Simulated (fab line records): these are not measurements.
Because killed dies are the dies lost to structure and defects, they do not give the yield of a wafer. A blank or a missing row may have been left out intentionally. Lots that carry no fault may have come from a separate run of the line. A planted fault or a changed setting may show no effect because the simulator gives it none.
One fault through the eyes of 2 desks || flow berkeley_cmos170 || each desk holds nothing but its own numbers, with what lay behind them at the end

## DESK OF THE TOOL OWNER: pvd_sputter-03
The tool's own readings at UCB170_M3_SPUTTER_01 (material Al, target thk 900 nm, time 120 s): means of the sampled wafers that have a number, for each lot that ran on this tool. Any lot whose mean is over 4 standard deviations away from the usual mean is out of limits and marked OUT; that distance is given in the brackets.
Columns: A = cathode_dc_power_W at UCB170_M3_SPUTTER_01, usual 5999.8 W; B = throttle_valve_pct at UCB170_M3_SPUTTER_01, usual 29.7 %
{"lot": "L956", "first seen here": "day 8 08:55", "A": 6000.2, "B": 28.8}
{"lot": "L961", "first seen here": "day 9 05:25", "A": 6001.4, "B": 28.9}
{"lot": "L964", "first seen here": "day 10 05:34", "A": 6000.1, "B": 28.7}
{"lot": "L970", "first seen here": "day 11 13:53", "A": 6000.5, "B": 28.4}
Finding of this desk: none of the 4 lots has anything out of limits.

## METROLOGY DESK
What the gauges read for every lot (on any tool): the sampled wafers with a number, averaged. Any lot whose mean is over 4 standard deviations away from the usual mean is out of limits and marked OUT; that distance is given in the brackets.
Columns: A = WELLDRIVE_OXIDE_THK at UCB170_WELLDRIVE_THK_MEAS_02, usual 198 nm; B = ACTIVE_OVL at UCB170_ACTIVE_OVL_MEAS_14, usual -8 nm; C = M3_AL_RS at UCB170_M3_RS_MEAS_02, usual 0.0321 ohm/sq; D = M3_AL_THK at UCB170_M3_THK_MEAS_03, usual 895 nm
{"lot": "L953", "first seen here": "day 3 10:37", "A": 198, "B": -10, "C": 0.0319, "D": 897}
{"lot": "L954", "first seen here": "day 3 17:59", "A": 193, "B": 1, "C": 0.0324, "D": 884}
{"lot": "L956", "first seen here": "day 3 23:29", "A": 198, "B": -11, "C": 0.0322, "D": 895}
{"lot": "L955", "first seen here": "day 4 03:00", "A": 198, "B": -14, "C": 0.0325, "D": 883}
{"lot": "L958", "first seen here": "day 4 17:29", "A": 199, "B": -3, "C": 0.0322, "D": 888}
{"lot": "L962", "first seen here": "day 5 02:17", "A": 190, "B": -11, "C": 0.0317, "D": 904}
{"lot": "L959", "first seen here": "day 5 02:20", "A": 196, "B": -8, "C": 0.0321, "D": 897}
{"lot": "L961", "first seen here": "day 5 07:07", "A": 196, "B": -10, "C": 0.0321, "D": 893}
{"lot": "L964", "first seen here": "day 5 23:53", "A": 198, "B": -10, "C": 0.0317, "D": 909}
{"lot": "L970", "first seen here": "day 6 19:27", "A": 204, "B": -16, "C": "0.0446 (+35) OUT", "D": "673 (-22) OUT"}
{"lot": "L972", "first seen here": "day 7 10:16", "A": 193, "B": -3, "C": 0.0321, "D": 895}
{"lot": "L975", "first seen here": "day 7 19:04", "A": 203, "B": 2, "C": 0.0314, "D": 913}
{"lot": "L976", "first seen here": "day 8 04:08", "A": 200, "B": -16, "C": 0.0316, "D": 909}
This desk finds L970 out of limits, with the earliest case on L970 at day 11 13:58 (M3_AL_RS at UCB170_M3_RS_MEAS_02). L953, L954, L956, L955, L958, L962, L959, L961, L964, L972, L975, L976 stayed within limits.

## PUT TOGETHER
At day 11 13:58 the metrology desk could have sounded an alarm, on L970.
Nothing out of limits was seen by the tool owner's desk.
The tool owner's desk has L970 on record, within its limits.
On pvd_sputter-03, each named lot ran UCB170_M3_SPUTTER_01.

## WHAT HAD BEEN PUT IN BY THE SIMULATOR
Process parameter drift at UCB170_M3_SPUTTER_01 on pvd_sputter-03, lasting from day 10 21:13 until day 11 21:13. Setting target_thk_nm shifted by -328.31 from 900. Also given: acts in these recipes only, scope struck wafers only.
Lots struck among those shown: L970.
Time in hours between the start of the fault and the first out-of-limits reading at each desk: metrology desk, 17.
